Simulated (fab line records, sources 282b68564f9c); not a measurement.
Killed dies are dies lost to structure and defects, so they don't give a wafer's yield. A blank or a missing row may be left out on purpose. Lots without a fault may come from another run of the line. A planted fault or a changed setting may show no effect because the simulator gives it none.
One fault seen from 2 desks | flow rit_cmos | each desk has only its own numbers; what lay behind them comes last

THE TOOL OWNER'S DESK: implanter-04
The tool's own readings at RIT_NSD_IMPLANT_08: means of the sampled wafers that have a number, for each lot that ran on this tool. A lot is out of limits, marked OUT, if its mean lies more than 4 standard deviations from the usual mean; the brackets give that distance.
Columns: A = dose_ions_cm2 at RIT_NSD_IMPLANT_08, usual 9.998e+14; B = faraday_current_uA at RIT_NSD_IMPLANT_08, usual 3134
lot  | first seen here | A                           | B
L652 | day 3 02:38     | 9.992e+14                   | 3135
L653 | day 3 09:28     | 1.000e+15                   | 3177
L659 | day 4 13:16     | 1.001e+15                   | 3082
L660 | day 4 21:18     | 9.999e+14                   | 3139
L664 | day 5 18:18     | 6.709e+14 (-99 or more) OUT | 2151 (-16) OUT
L665 | day 5 20:56     | 6.706e+14 (-99 or more) OUT | 2099 (-17) OUT
This desk's finding: out of limits on L664, L665; first on L664, day 5 18:18 (dose_ions_cm2 at RIT_NSD_IMPLANT_08). In limits: L652, L653, L659, L660.

THE METROLOGY DESK
What the gauges read, lot by lot, whatever tool the lot ran on: means of the sampled wafers that have a number. A lot is out of limits, marked OUT, if its mean lies more than 4 standard deviations from the usual mean; the brackets give that distance.
Columns: A = NSD_TW at RIT_NSD_TW_MEAS_10, usual 3173; B = NSD_RS at RIT_SDANNEAL_RS_MEAS_05, usual 84.71 ohm/sq
lot  | first seen here | A              | B
L652 | day 3 02:56     | 3168           | 84.49
L653 | day 3 09:47     | 3179           | 85.00
L654 | day 3 12:23     | 3178           | 84.39
L656 | day 3 23:40     | 3151           | 84.90
L659 | day 4 13:35     | 3151           | 84.92
L660 | day 4 21:38     | 3187           | 84.48
L661 | day 4 22:44     | 3183           | 85.09
L664 | day 5 18:37     | 2901 (-15) OUT | 116.95 (+99 or more) OUT
L665 | day 5 21:15     | 2884 (-16) OUT | 117.00 (+99 or more) OUT
L668 | day 6 14:45     | 3181           | 84.60
L670 | day 6 21:25     | 3202           | 84.34
L671 | day 6 23:28     | 3159           | 84.36
L672 | day 7 09:49     | 3173           | 84.68
L674 | day 7 18:53     | 3191           | 84.55
This desk's finding: out of limits on L664, L665; first on L664, day 5 18:37 (NSD_TW at RIT_NSD_TW_MEAS_10). In limits: L652, L653, L654, L656, L659, L660, L661, L668, L670, L671, L672, L674.

PUT TOGETHER
The tool owner's desk could have raised an alarm at day 5 18:18, on L664, L665.
The metrology desk could have raised an alarm at day 5 18:37, on L664, L665.
Of the lots named, all ran RIT_NSD_IMPLANT_08 on implanter-04.

WHAT THE SIMULATOR HAD PUT IN
Process parameter drift: implanter-04, from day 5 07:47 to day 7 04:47, at RIT_NSD_IMPLANT_08. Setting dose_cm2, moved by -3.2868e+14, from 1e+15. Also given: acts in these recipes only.
Lots struck among those shown: L664, L665.
Hours from the fault's start to each desk's first reading out of limits: the tool owner's desk, 11; the metrology desk, 11.
